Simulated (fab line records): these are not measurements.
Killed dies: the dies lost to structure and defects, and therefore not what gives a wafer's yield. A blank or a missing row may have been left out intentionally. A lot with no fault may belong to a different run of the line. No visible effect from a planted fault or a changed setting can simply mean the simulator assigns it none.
The tool behind it: which one? || flow berkeleyCmos170 || 14 lots, 42 wafers sampled, at 4 steps of a route of 331

## WHAT THE GAUGES SHOWED, per wafer
UCB170_PWELL_THK_MEAS_06. Usual: for PWELL_NITRIDE_THK the level is 220.0 nm and the standard deviation is 2.1.
{"lot": "L311", "measured": "day 3 10:11", "on": "filmMetro-01", "PWELL_NITRIDE_THK (nm)": "218.5 220.8 219.8", "flag": ""}
{"lot": "L310", "measured": "day 3 10:14", "on": "filmMetro-03", "PWELL_NITRIDE_THK (nm)": "221.1 223.0 222.2", "flag": ""}
{"lot": "L312", "measured": "day 3 17:48", "on": "filmMetro-03", "PWELL_NITRIDE_THK (nm)": "219.1 221.2 220.6", "flag": ""}
{"lot": "L313", "measured": "day 3 17:48", "on": "filmMetro-04", "PWELL_NITRIDE_THK (nm)": "221.1 219.3 220.8", "flag": ""}
{"lot": "L314", "measured": "day 4 13:41", "on": "filmMetro-04", "PWELL_NITRIDE_THK (nm)": "220.7 220.2 219.3", "flag": ""}
{"lot": "L315", "measured": "day 4 13:44", "on": "filmMetro-04", "PWELL_NITRIDE_THK (nm)": "222.9 222.2 221.0", "flag": ""}
{"lot": "L318", "measured": "day 5 00:29", "on": "filmMetro-03", "PWELL_NITRIDE_THK (nm)": "221.2 220.7 221.7", "flag": ""}
{"lot": "L317", "measured": "day 5 00:29", "on": "filmMetro-04", "PWELL_NITRIDE_THK (nm)": "215.1 215.9 214.2", "flag": ""}
{"lot": "L319", "measured": "day 5 14:31", "on": "filmMetro-01", "PWELL_NITRIDE_THK (nm)": "221.0 222.9 224.5", "flag": ""}
{"lot": "L325", "measured": "day 6 13:31", "on": "filmMetro-04", "PWELL_NITRIDE_THK (nm)": "219.6 220.0 218.5", "flag": ""}
{"lot": "L327", "measured": "day 6 19:00", "on": "filmMetro-04", "PWELL_NITRIDE_THK (nm)": "218.8 219.8 220.5", "flag": ""}
{"lot": "L329", "measured": "day 7 05:15", "on": "filmMetro-01", "PWELL_NITRIDE_THK (nm)": "221.8 223.9 222.8", "flag": ""}
{"lot": "L330", "measured": "day 7 17:38", "on": "filmMetro-03", "PWELL_NITRIDE_THK (nm)": "220.5 216.3 218.3", "flag": ""}
{"lot": "L331", "measured": "day 7 17:43", "on": "filmMetro-03", "PWELL_NITRIDE_THK (nm)": "216.7 215.7 216.3", "flag": ""}

UCB170_NVT_TW_MEAS_09. Usual: for NVT_TW the level is 524 and the standard deviation is 3.7.
{"lot": "L311", "measured": "day 6 05:38", "on": "filmMetro-02", "NVT_TW": "520 524 521", "flag": ""}
{"lot": "L310", "measured": "day 6 15:23", "on": "filmMetro-02", "NVT_TW": "520 521 520", "flag": ""}
{"lot": "L312", "measured": "day 6 15:07", "on": "filmMetro-01", "NVT_TW": "532 529 531", "flag": ""}
{"lot": "L313", "measured": "day 6 15:07", "on": "filmMetro-04", "NVT_TW": "522 520 523", "flag": ""}
{"lot": "L314", "measured": "day 7 14:30", "on": "filmMetro-02", "NVT_TW": "522 525 522", "flag": ""}
{"lot": "L315", "measured": "day 7 14:06", "on": "filmMetro-01", "NVT_TW": "525 529 528", "flag": ""}
{"lot": "L318", "measured": "day 7 21:13", "on": "filmMetro-01", "NVT_TW": "529 526 525", "flag": ""}
{"lot": "L317", "measured": "day 7 20:56", "on": "filmMetro-04", "NVT_TW": "520 519 521", "flag": ""}
{"lot": "L319", "measured": "day 8 19:41", "on": "filmMetro-04", "NVT_TW": "567 568 568", "flag": "OFF"}
{"lot": "L325", "measured": "day 9 10:11", "on": "filmMetro-01", "NVT_TW": "571 570 570", "flag": "OFF"}
{"lot": "L327", "measured": "day 9 22:58", "on": "filmMetro-01", "NVT_TW": "531 529 527", "flag": ""}
{"lot": "L329", "measured": "day 10 04:55", "on": "filmMetro-04", "NVT_TW": "526 522 524", "flag": ""}
{"lot": "L330", "measured": "day 10 19:25", "on": "filmMetro-02", "NVT_TW": "521 520 518", "flag": ""}
{"lot": "L331", "measured": "day 10 19:08", "on": "filmMetro-04", "NVT_TW": "520 517 517", "flag": ""}

## TOOL THAT RAN EACH LOT (tool first, then ch and the chambers of the sampled wafers, then the start)
{"lot": "L311", "UCB170_PFIELD_STRIP_08": "plasmaAsher-03 ch 1, day 4 21:50", "UCB170_NVT_IMPLANT_07": "implanter-01 ch 0, day 6 05:24"}
{"lot": "L310", "UCB170_PFIELD_STRIP_08": "plasmaAsher-01 ch 0,1, day 5 03:41", "UCB170_NVT_IMPLANT_07": "implanter-02 ch 0, day 6 15:08"}
{"lot": "L312", "UCB170_PFIELD_STRIP_08": "plasmaAsher-03 ch 1, day 5 03:20", "UCB170_NVT_IMPLANT_07": "implanter-01 ch 0, day 6 14:52"}
{"lot": "L313", "UCB170_PFIELD_STRIP_08": "plasmaAsher-04 ch 0,1, day 5 03:27", "UCB170_NVT_IMPLANT_07": "implanter-04 ch 0, day 6 14:52"}
{"lot": "L314", "UCB170_PFIELD_STRIP_08": "plasmaAsher-03 ch 0,1, day 6 03:29", "UCB170_NVT_IMPLANT_07": "implanter-02 ch 0, day 7 14:17"}
{"lot": "L315", "UCB170_PFIELD_STRIP_08": "plasmaAsher-03 ch 0,1, day 6 03:33", "UCB170_NVT_IMPLANT_07": "implanter-04 ch 0, day 7 13:52"}
{"lot": "L318", "UCB170_PFIELD_STRIP_08": "plasmaAsher-03 ch 0,1, day 6 09:46", "UCB170_NVT_IMPLANT_07": "implanter-04 ch 0, day 7 20:58"}
{"lot": "L317", "UCB170_PFIELD_STRIP_08": "plasmaAsher-03 ch 0,1, day 6 09:34", "UCB170_NVT_IMPLANT_07": "implanter-02 ch 0, day 7 20:42"}
{"lot": "L319", "UCB170_PFIELD_STRIP_08": "plasmaAsher-04 ch 0,1, day 7 05:36", "UCB170_NVT_IMPLANT_07": "implanter-04 ch 0, day 8 19:26"}
{"lot": "L325", "UCB170_PFIELD_STRIP_08": "plasmaAsher-01 ch 0,1, day 7 21:40", "UCB170_NVT_IMPLANT_07": "implanter-04 ch 0, day 9 09:59"}
{"lot": "L327", "UCB170_PFIELD_STRIP_08": "plasmaAsher-01 ch 0,1, day 8 09:40", "UCB170_NVT_IMPLANT_07": "implanter-02 ch 0, day 9 22:43"}
{"lot": "L329", "UCB170_PFIELD_STRIP_08": "plasmaAsher-03 ch 0,1, day 8 16:22", "UCB170_NVT_IMPLANT_07": "implanter-02 ch 0, day 10 04:40"}
{"lot": "L330", "UCB170_PFIELD_STRIP_08": "plasmaAsher-01 ch 0,1, day 9 06:22", "UCB170_NVT_IMPLANT_07": "implanter-02 ch 0, day 10 19:10"}
{"lot": "L331", "UCB170_PFIELD_STRIP_08": "plasmaAsher-03 ch 0,1, day 9 05:43", "UCB170_NVT_IMPLANT_07": "implanter-01 ch 0, day 10 18:55"}
- UCB170_PFIELD_STRIP_08: strips in O2.
- UCB170_NVT_IMPLANT_07

## WHAT THE TOOLS THEMSELVES READ (means of the sampled wafers that have a number; where no wafer has one, the mark that the record gives instead)
UCB170_PFIELD_STRIP_08. Usual: drypumpMotorCurrentA 5.8 A, standard deviation 0.4; oesProductAu 0.734 a.u., standard deviation 0.0046; stripTimeToEndpointS 21.64 s, standard deviation 0.055.
{"lot": "L311", "tool": "plasmaAsher-03", "drypumpMotorCurrentA (A)": 6.3, "oesProductAu (a.u.)": 0.738, "stripTimeToEndpointS (s)": 21.56, "flag": ""}
{"lot": "L310", "tool": "plasmaAsher-01", "drypumpMotorCurrentA (A)": 5.6, "oesProductAu (a.u.)": 0.734, "stripTimeToEndpointS (s)": 21.66, "flag": ""}
{"lot": "L312", "tool": "plasmaAsher-03", "drypumpMotorCurrentA (A)": 6.3, "oesProductAu (a.u.)": 0.737, "stripTimeToEndpointS (s)": 21.68, "flag": ""}
{"lot": "L313", "tool": "plasmaAsher-04", "drypumpMotorCurrentA (A)": 5.5, "oesProductAu (a.u.)": 0.735, "stripTimeToEndpointS (s)": 21.72, "flag": ""}
{"lot": "L314", "tool": "plasmaAsher-03", "drypumpMotorCurrentA (A)": 6.2, "oesProductAu (a.u.)": 0.732, "stripTimeToEndpointS (s)": 21.74, "flag": ""}
{"lot": "L315", "tool": "plasmaAsher-03", "drypumpMotorCurrentA (A)": 6.0, "oesProductAu (a.u.)": 0.731, "stripTimeToEndpointS (s)": 21.57, "flag": ""}
{"lot": "L318", "tool": "plasmaAsher-03", "drypumpMotorCurrentA (A)": 6.0, "oesProductAu (a.u.)": 0.734, "stripTimeToEndpointS (s)": 21.63, "flag": ""}
{"lot": "L317", "tool": "plasmaAsher-03", "drypumpMotorCurrentA (A)": 6.0, "oesProductAu (a.u.)": 0.735, "stripTimeToEndpointS (s)": 21.65, "flag": ""}
{"lot": "L319", "tool": "plasmaAsher-04", "drypumpMotorCurrentA (A)": 5.5, "oesProductAu (a.u.)": 0.730, "stripTimeToEndpointS (s)": 21.67, "flag": ""}
{"lot": "L325", "tool": "plasmaAsher-01", "drypumpMotorCurrentA (A)": 5.4, "oesProductAu (a.u.)": 0.737, "stripTimeToEndpointS (s)": 21.62, "flag": ""}
{"lot": "L327", "tool": "plasmaAsher-01", "drypumpMotorCurrentA (A)": 5.6, "oesProductAu (a.u.)": 0.737, "stripTimeToEndpointS (s)": 21.66, "flag": ""}
{"lot": "L329", "tool": "plasmaAsher-03", "drypumpMotorCurrentA (A)": 6.0, "oesProductAu (a.u.)": 0.733, "stripTimeToEndpointS (s)": 21.69, "flag": ""}
{"lot": "L330", "tool": "plasmaAsher-01", "drypumpMotorCurrentA (A)": 5.6, "oesProductAu (a.u.)": 0.728, "stripTimeToEndpointS (s)": 21.68, "flag": ""}
{"lot": "L331", "tool": "plasmaAsher-03", "drypumpMotorCurrentA (A)": 6.2, "oesProductAu (a.u.)": 0.742, "stripTimeToEndpointS (s)": 21.69, "flag": ""}

UCB170_NVT_IMPLANT_07. Usual: beamEnergyKeV 49.999, standard deviation 0.016.
{"lot": "L311", "tool": "implanter-01", "beamEnergyKeV": 50.002, "flag": ""}
{"lot": "L310", "tool": "implanter-02", "beamEnergyKeV": 50.009, "flag": ""}
{"lot": "L312", "tool": "implanter-01", "beamEnergyKeV": 49.987, "flag": ""}
{"lot": "L313", "tool": "implanter-04", "beamEnergyKeV": 50.000, "flag": ""}
{"lot": "L314", "tool": "implanter-02", "beamEnergyKeV": 49.980, "flag": ""}
{"lot": "L315", "tool": "implanter-04", "beamEnergyKeV": 49.979, "flag": ""}
{"lot": "L318", "tool": "implanter-04", "beamEnergyKeV": 50.008, "flag": ""}
{"lot": "L317", "tool": "implanter-02", "beamEnergyKeV": 49.998, "flag": ""}
{"lot": "L319", "tool": "implanter-04", "beamEnergyKeV": 67.509, "flag": "OFF"}
{"lot": "L325", "tool": "implanter-04", "beamEnergyKeV": 67.494, "flag": "OFF"}
{"lot": "L327", "tool": "implanter-02", "beamEnergyKeV": 49.993, "flag": ""}
{"lot": "L329", "tool": "implanter-02", "beamEnergyKeV": 50.003, "flag": ""}
{"lot": "L330", "tool": "implanter-02", "beamEnergyKeV": 50.009, "flag": ""}
{"lot": "L331", "tool": "implanter-01", "beamEnergyKeV": 49.997, "flag": ""}

## THE ANSWER, worked out from the rows above alone
Rule: a lot counts as off when the mean over its wafers that have a number is more than 3 standard deviations away from the usual mean. A lot without any number at a reading at which 4 lots or more have one is off too. Where the step has rows for the other lots, those lots are counted as sound. After the gauges, taken in route order, come the tools' own readings; for these a lot's mean is taken, as printed above. The first step at which some lot is off is used, and at that step the reading that is off furthest; a lot without a number counts as furthest.
Off: L319, L325, at UCB170_NVT_TW_MEAS_09 (NVT_TW).
A tool fits if, at a process step before that reading, it ran every lot that is off, and no sound lot after the first of them. Not tried: the gauges at UCB170_NVT_TW_MEAS_09; whatever is off there is also off at UCB170_NVT_IMPLANT_07, on other tools, and gauge error can't account for it. One fits: UCB170_NVT_IMPLANT_07 on implanter-04. Its last sound lot is L318 (day 7 20:58), its first lot that is off L319 (day 8 19:26): a fault that began between those two fits.
On the lots that are off, the tool's own readings at UCB170_NVT_IMPLANT_07 differ by more than 5 times the standard deviation of the sound lots' means, which bears it out; beamEnergyKeV reads 67.501 there versus 49.997 on the sound lots.

## WHAT HAD BEEN PUT IN BY THE SIMULATOR
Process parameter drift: implanter-04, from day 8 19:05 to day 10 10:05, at UCB170_NVT_IMPLANT_07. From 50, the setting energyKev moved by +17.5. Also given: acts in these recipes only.
Struck lots among those shown: L319, L325. Same finding as the rule above.
